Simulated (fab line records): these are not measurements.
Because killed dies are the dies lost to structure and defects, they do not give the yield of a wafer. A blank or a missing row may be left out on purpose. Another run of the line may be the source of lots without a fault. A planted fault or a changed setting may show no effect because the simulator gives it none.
A lot that was struck, set against a sound lot || flow ritCmos || 44 out of 202 route steps
Sound: these wafers, L410.1, L410.4, L410.5. Struck: wafer L422.4. (L422.1, L422.6 of the same lot were not struck and are left out.) The cause comes at the end.
Per side, at each step with rows, come the tool, then ch with its chambers, and then its first start. Under that, the readings that differ: sound wafers || struck wafers || difference of the means || sigmas: that difference in standard deviations of wafers without a fault.
alike: a reading whose means differ by less than 2 such deviations, as well as words and numbers matching on both sides. not compared: withheld readings; readings where some wafer has no value; bounds like >300 that might hide an equal value; numbers whose values overlap and for which the record gives no deviation.
The two part at a step that has a row with sigmas, a row that says differs or no value, or rows on one side only. Numbers that don't overlap but have no deviation are shown without sigmas and don't part them. A reading that every wafer of one side lacks parts them only if that side has two wafers or more.

first, 2 steps without rows for these wafers: RIT_PLDD_PEB_04; RIT_PLDD_DEVELOP_05 (develop time 50 s).
RIT_PLDD_OVL_MEAS_06:
  struck on overlay-02, day 5 08:14; sound on overlay-02, day 3 01:20
  alike: PLDD_OVL
then, 2 steps without rows for these wafers: RIT_PLDD_HARDBAKE_07 (time 60 s); RIT_PLDD_IMPLANT_08.
RIT_PLDD_STRIP_09: strips in O2, time 180 s.
  sound on plasmaAsher-04 ch 0,1, day 3 01:40; struck on plasmaAsher-03 ch 1, day 5 08:34
  alike: drypumpMotorCurrentA, o2FlowSccm, rfReflPowerW
  not compared: rfHoursCounterH
RIT_PLDD_TW_MEAS_10:
  struck on filmMetro-02, day 5 08:44; sound on filmMetro-02, day 3 01:50
  alike: PLDD_TW
then, 4 steps without rows for these wafers: RIT_SPACER_CLEAN_00 (cleans in SC1, time 600 s); RIT_SPACER_CLEAN_01 (cleans in dHF, time 30 s); RIT_SPACER_CLEAN_02 (cleans in SC2, time 600 s); RIT_SPACER_CVD_03 (deposits Si3N4 from SiH2Cl2/NH3, target thk 250 nm, time 3300 s).
RIT_SPACER_THK_MEAS_04:
  struck on filmMetro-01, day 5 11:19; sound on filmMetro-03, day 3 04:11
  alike: SPACER_NITRIDE_THK
RIT_SPACER_ETCHBACK_05: etches Si3N4 in SF6/CHF3, stops on SiO2, target depth 250 nm, time 240 s.
  sound on rieDiel-02 ch 1,3, day 3 04:14; struck on rieDiel-02 ch 3, day 5 11:22
{"reading": "rfFwdPowerW (W)", "sound": "248.5 248.9 249.1", "struck": 210.5, "difference": -38.3, "sigmas": -47}
{"reading": "throttleValvePct (%)", "sound": "10.00 10.58 10.58", "struck": 9.99, "difference": -0.40, "sigmas": -2}
{"reading": "model.poly-Si_of_GATE_CVD_08.thkNm (nm)", "sound": "168.3 167.7 169.1", "struck": 176.3, "difference": "+7.9", "sigmas": ""}
{"reading": "model.Si3N4_of_SPACER_CVD_03.thkNm (nm)", "sound": "197.7 195.1 193.1", "struck": 199.8, "difference": "+4.5", "sigmas": ""}
  alike: drypumpMotorCurrentA, oesProductAu
  not compared: rfHoursCounterH
then, 6 steps without rows for these wafers: RIT_NSD_HMDS_00 (prime time 60 s); RIT_NSD_COAT_01 (resist thk 1000 nm); RIT_NSD_SOFTBAKE_02 (time 60 s); RIT_NSD_EXPOSE_03 (exposes mask M9, target cd 40700 nm); RIT_NSD_PEB_04; RIT_NSD_DEVELOP_05 (develop time 50 s).
RIT_NSD_OVL_MEAS_06:
  struck on overlay-01, day 5 12:26; sound on overlay-02, day 3 05:14
  alike: NSD_OVL
then, 2 steps without rows for these wafers: RIT_NSD_HARDBAKE_07 (time 60 s); RIT_NSD_IMPLANT_08.
RIT_NSD_STRIP_09: strips in O2, time 180 s.
  sound on plasmaAsher-01 ch 0, day 3 05:35; struck on plasmaAsher-04 ch 1, day 5 12:46
  alike: drypumpMotorCurrentA, o2FlowSccm, rfReflPowerW
  not compared: rfHoursCounterH
RIT_NSD_TW_MEAS_10:
  struck on filmMetro-03, day 5 12:57; sound on filmMetro-01, day 3 05:46
  alike: NSD_TW
then, 6 steps without rows for these wafers: RIT_PSD_HMDS_00 (prime time 60 s); RIT_PSD_COAT_01 (resist thk 1000 nm); RIT_PSD_SOFTBAKE_02 (time 60 s); RIT_PSD_EXPOSE_03 (exposes mask M10, target cd 40900 nm); RIT_PSD_PEB_04; RIT_PSD_DEVELOP_05 (develop time 50 s).
RIT_PSD_OVL_MEAS_06:
  struck on overlay-02, day 5 13:52; sound on overlay-01, day 3 06:40
  alike: PSD_OVL
then, 2 steps without rows for these wafers: RIT_PSD_HARDBAKE_07 (time 60 s); RIT_PSD_IMPLANT_08.
RIT_PSD_STRIP_09: strips in O2, time 180 s.
  sound on plasmaAsher-01 ch 0,1, day 3 07:01; struck on plasmaAsher-03 ch 0, day 5 14:11
  alike: drypumpMotorCurrentA, o2FlowSccm, rfReflPowerW
  not compared: rfHoursCounterH
RIT_PSD_TW_MEAS_10:
  struck on filmMetro-02, day 5 14:22; sound on filmMetro-02, day 3 07:11
  alike: PSD_TW
then, 2 steps without rows for these wafers: RIT_SDANNEAL_CLEAN_00 (cleans in SC1, time 600 s); RIT_SDANNEAL_CLEAN_01 (cleans in dHF, time 30 s).
RIT_SDANNEAL_CLEAN_02: cleans in SC2, time 600 s.
  sound on wetBench-04 ch 1, day 3 07:29; struck on wetBench-04 ch 0, day 5 14:37
{"reading": "model.poly-Si_of_GATE_CVD_08.thkNm (nm)", "sound": "164 163.3 164.7", "struck": 171.9, "difference": "+7.9", "sigmas": ""}
  alike: bathGuardTempC
RIT_SDANNEAL_RTA_03: time 5 s.
  sound on rtpAnneal-01 ch 0, day 3 07:40; struck on rtpAnneal-02 ch 0, day 5 14:47
  alike: wafer_temp_C_max
RIT_SDANNEAL_RS_MEAS_04: measurement is done with a four-point probe.
  struck on filmMetro-03, day 5 14:51; sound on filmMetro-01, day 3 07:43
  alike: PSD_RS
RIT_SDANNEAL_RS_MEAS_05: measurement is done with a four-point probe.
  struck on filmMetro-03, day 5 14:58; sound on filmMetro-01, day 3 07:50
{"reading": "NSD_RS (ohm/sq)", "sound": "83.97 84.30 84.11", "struck": 84.69, "difference": "+0.56", "sigmas": "+2"}
RIT_SDANNEAL_RS_MEAS_06: measurement is done with a four-point probe.
  struck on filmMetro-03, day 5 15:05; sound on filmMetro-01, day 3 07:58
  alike: PLDD_RS
RIT_SILICIDE_WET_ETCH_00: etches SiO2 in BOE, target depth 14 nm, time 15 s.
  sound on wetBench-04 ch 3, day 3 08:12; struck on wetBench-01 ch 3, day 5 15:20
{"reading": "model.Si3N4_of_SPACER_CVD_03.thkNm (nm)", "sound": "196.5 193.9 191.9", "struck": 198.6, "difference": "+4.5", "sigmas": ""}
RIT_M1_PROBE_99:
  struck on prober-01, day 5 22:24; sound on prober-01, day 3 16:27
{"reading": "model.etest.pplusSal.widthNm (nm)", "sound": "3430 3436 3450", "struck": 3387, "difference": -52, "sigmas": ""}
{"reading": "model.etest.nplusSal.widthNm (nm)", "sound": "3420 3426 3458", "struck": 3390, "difference": -45, "sigmas": ""}
{"reading": "model.etest.nwellPinched.rsOhmSq", "sound": "334.6 335.5 336.1", "struck": 321.9, "difference": -13.5, "sigmas": ""}
{"reading": "model.etest.contactNplus.endOhmUm", "sound": "39.66 39.92 41.39", "struck": 38.22, "difference": -2.10, "sigmas": ""}
{"reading": "model.etest.diodeNplusPwell.bvV (V)", "sound": "5.931 5.912 5.93", "struck": 6.23, "difference": "+0.31", "sigmas": ""}
{"reading": "model.etest.diodePplusNwell.bvV (V)", "sound": "6.622 6.697 6.783", "struck": 6.465, "difference": -0.236, "sigmas": ""}
{"reading": "model.etest.nmos_0p15.toxInvNm (nm)", "sound": "4.542 4.452 4.457", "struck": 4.677, "difference": "+0.193", "sigmas": ""}
{"reading": "model.etest.diodeNplusComb.cjFfUm2", "sound": "2.605 2.634 2.651", "struck": 2.4, "difference": -0.2, "sigmas": ""}
  alike: killedAtFrontEnd, killedDies, killedOpen, killedShort

== WHERE THEY PART ==
Earliest at RIT_SPACER_ETCHBACK_05; latest, in this record, at RIT_SDANNEAL_RS_MEAS_05. Later steps at which nothing parts them and some readings are alike: RIT_SDANNEAL_RS_MEAS_06, RIT_M1_PROBE_99.

WHY: whatever the simulator had introduced
rieDiel-02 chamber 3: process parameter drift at RIT_SPACER_ETCHBACK_05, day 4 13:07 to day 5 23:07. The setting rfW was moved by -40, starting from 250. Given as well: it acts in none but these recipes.
